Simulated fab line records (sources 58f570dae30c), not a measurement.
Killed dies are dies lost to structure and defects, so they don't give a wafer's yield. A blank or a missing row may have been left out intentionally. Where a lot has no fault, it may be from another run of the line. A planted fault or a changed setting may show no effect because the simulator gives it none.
Which of the tools did it? | flow berkeley_cmos170 | 14 lots, 42 wafers sampled, at 2 steps of a route of 331

== WHAT THE GAUGES SHOWED, per wafer ==
UCB170_V1_THK_MEAS_01. Usual: V1_TEOS_THK gives 1992 nm (standard deviation 23).
lot  | measured     | on            | V1_TEOS_THK (nm) | flag
L441 | day 8 14:28  | film_metro-02 | 1970 1955 1992   |
L443 | day 8 20:03  | film_metro-02 | 1968 2016 2015   |
L444 | day 8 21:22  | film_metro-02 | 1979 1985 1971   |
L446 | day 9 15:58  | film_metro-04 | 1975 1998 2020   |
L445 | day 9 20:47  | film_metro-04 | 1966 1998 1991   |
L447 | day 9 20:49  | film_metro-03 | 2014 1984 1999   |
L449 | day 10 13:54 | film_metro-02 | 1975 1979 1981   |
L451 | day 11 10:06 | film_metro-04 | 2002 2005 2018   |
L453 | day 11 10:02 | film_metro-03 | 2051 2088 2060   | OFF
L456 | day 12 00:55 | film_metro-02 | 1972 1959 1978   |
L455 | day 12 04:28 | film_metro-02 | 2078 2096 2104   | OFF
L460 | day 12 19:50 | film_metro-02 | 1965 1992 2010   |
L458 | day 12 23:35 | film_metro-03 | 1997 1972 2009   |
L461 | day 12 23:35 | film_metro-04 | 1984 2015 2015   |

== TOOL THAT RAN EACH LOT (tool first, then ch and the chambers of the sampled wafers, then the start) ==
lot  | UCB170_V1_CVD_00
L441 | pecvd-02 ch 0,1,2, day 8 14:19
L443 | pecvd-02 ch 0,1, day 8 19:53
L444 | pecvd-03 ch 0,1,2, day 8 21:13
L446 | pecvd-04 ch 0,2, day 9 15:49
L445 | pecvd-03 ch 1,2, day 9 20:37
L447 | pecvd-04 ch 0,1,2, day 9 20:42
L449 | pecvd-04 ch 0,1,2, day 10 13:45
L451 | pecvd-04 ch 0,1, day 11 09:51
L453 | pecvd-03 ch 1,2, day 11 09:51
L456 | pecvd-04 ch 0,1,2, day 12 00:46
L455 | pecvd-03 ch 0,1,2, day 12 04:18
L460 | pecvd-04 ch 0,1,2, day 12 19:41
L458 | pecvd-02 ch 0,1,2, day 12 23:26
L461 | pecvd-04 ch 0,1,2, day 12 23:26
- UCB170_V1_CVD_00: deposits SiO2 from TEOS/O2, target thk 2000 nm, time 250 s.

== AS READ BY THE TOOLS THEMSELVES (means over the sampled wafers that have a number; for cases with no such wafer, the mark the record gives instead) ==
UCB170_V1_CVD_00. Usual: heater_power_w at 244 W, with a standard deviation of 51.
lot  | tool     | heater_power_w (W) | flag
L441 | pecvd-02 | 294                |
L443 | pecvd-02 | 241                |
L444 | pecvd-03 | 193                |
L446 | pecvd-04 | 237                |
L445 | pecvd-03 | 217                |
L447 | pecvd-04 | 240                |
L449 | pecvd-04 | 273                |
L451 | pecvd-04 | 263                |
L453 | pecvd-03 | 197                |
L456 | pecvd-04 | 276                |
L455 | pecvd-03 | 219                |
L460 | pecvd-04 | 262                |
L458 | pecvd-02 | 262                |
L461 | pecvd-04 | 220                |

== THE ANSWER, worked out from the rows above alone ==
Rule: a lot is off if the mean of its wafers that have a number lies more than 3 standard deviations from the usual mean. A lot without any number at a reading at which 4 lots or more have one is off too. All remaining lots with rows at the step are treated as sound. The gauges are gone through in route order, then the tools' own readings, and for those a lot's mean is taken as printed above. The first step at which some lot is off is used, and at that step the reading that is off furthest; a lot without a number counts as furthest.
Off: L453, L455, at UCB170_V1_THK_MEAS_01 (V1_TEOS_THK).
If a tool, at a process step before that reading, ran all the lots that are off and no sound lot after the first of them, it fits. The gauges at UCB170_V1_THK_MEAS_01 are tried like those tools. One candidate fits, namely pecvd-03 at UCB170_V1_CVD_00. Its last sound lot is L445 (day 9 20:37), its first lot that is off L453 (day 11 09:51): a fault that began between those two fits.

== WHAT THE SIMULATOR HAD PUT IN ==
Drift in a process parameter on pecvd-03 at UCB170_V1_CVD_00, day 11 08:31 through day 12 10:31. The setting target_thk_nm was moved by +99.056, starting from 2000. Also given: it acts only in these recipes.
Struck lots among those shown: L453, L455. This agrees with what the rule above found.
